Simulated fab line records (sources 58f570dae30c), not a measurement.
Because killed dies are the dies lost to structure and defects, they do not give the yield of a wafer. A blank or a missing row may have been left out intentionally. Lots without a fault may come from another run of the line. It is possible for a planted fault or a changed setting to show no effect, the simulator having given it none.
One fault through the eyes of 2 desks ; flow berkeley-cmos170 ; every desk sees just its own numbers, and what lay behind them comes last

## TOOL OWNER'S DESK, krf-scanner-01
The tool's own readings at UCB170_GATE_EXPOSE_09 (exposes mask POLY, target cd 350 nm): means of the sampled wafers that have a number, for each lot that ran on this tool. Any lot whose mean is over 4 standard deviations away from the usual mean is out of limits and marked OUT; that distance is given in the brackets.
Columns: A = exposure-dose-mJ-cm2 at UCB170_GATE_EXPOSE_09, usual 20.974; B = focus-offset-nm at UCB170_GATE_EXPOSE_09, usual 0.0 nm
lot;first seen here;A;B
L395;day 7 10:29;20.973;0.1
L398;day 7 19:37;20.987;0.8
L400;day 8 02:43;21.021;-0.1
L407;day 10 08:13;20.997;-0.3
L415;day 11 21:09;20.946;0.3
L414;day 11 21:25;20.959;-0.5
L417;day 12 10:29;20.990;0.2
This desk's finding: nothing out of limits on any of the 7 lots.

## AT THE METROLOGY DESK
Means of the sampled wafers that have a number, per lot and without regard to the tool the lot ran on: this is what the gauges read. Any lot whose mean is over 4 standard deviations away from the usual mean is out of limits and marked OUT; that distance is given in the brackets.
Columns: A = cd-nm at UCB170_GATE_CD_MEAS_12, usual 350.0 nm
lot;first seen here;A
L396;day 7 10:52;349.0
L395;day 7 10:53;350.1
L398;day 7 20:00;351.6
L399;day 8 03:04;349.3
L400;day 8 03:07;350.3
L401;day 9 05:14;351.4
L407;day 10 08:36;352.2
L409;day 10 08:59;350.1
L415;day 11 21:58;349.2
L414;day 11 22:16;349.2
L416;day 12 10:40;349.0
L417;day 12 10:52;351.6
This desk's finding: nothing out of limits on any of the 12 lots.

## BROUGHT TOGETHER
Nothing out of limits was seen by the tool owner's desk.
Nothing out of limits was seen by the metrology desk.

## WHAT WAS PUT IN BY THE SIMULATOR
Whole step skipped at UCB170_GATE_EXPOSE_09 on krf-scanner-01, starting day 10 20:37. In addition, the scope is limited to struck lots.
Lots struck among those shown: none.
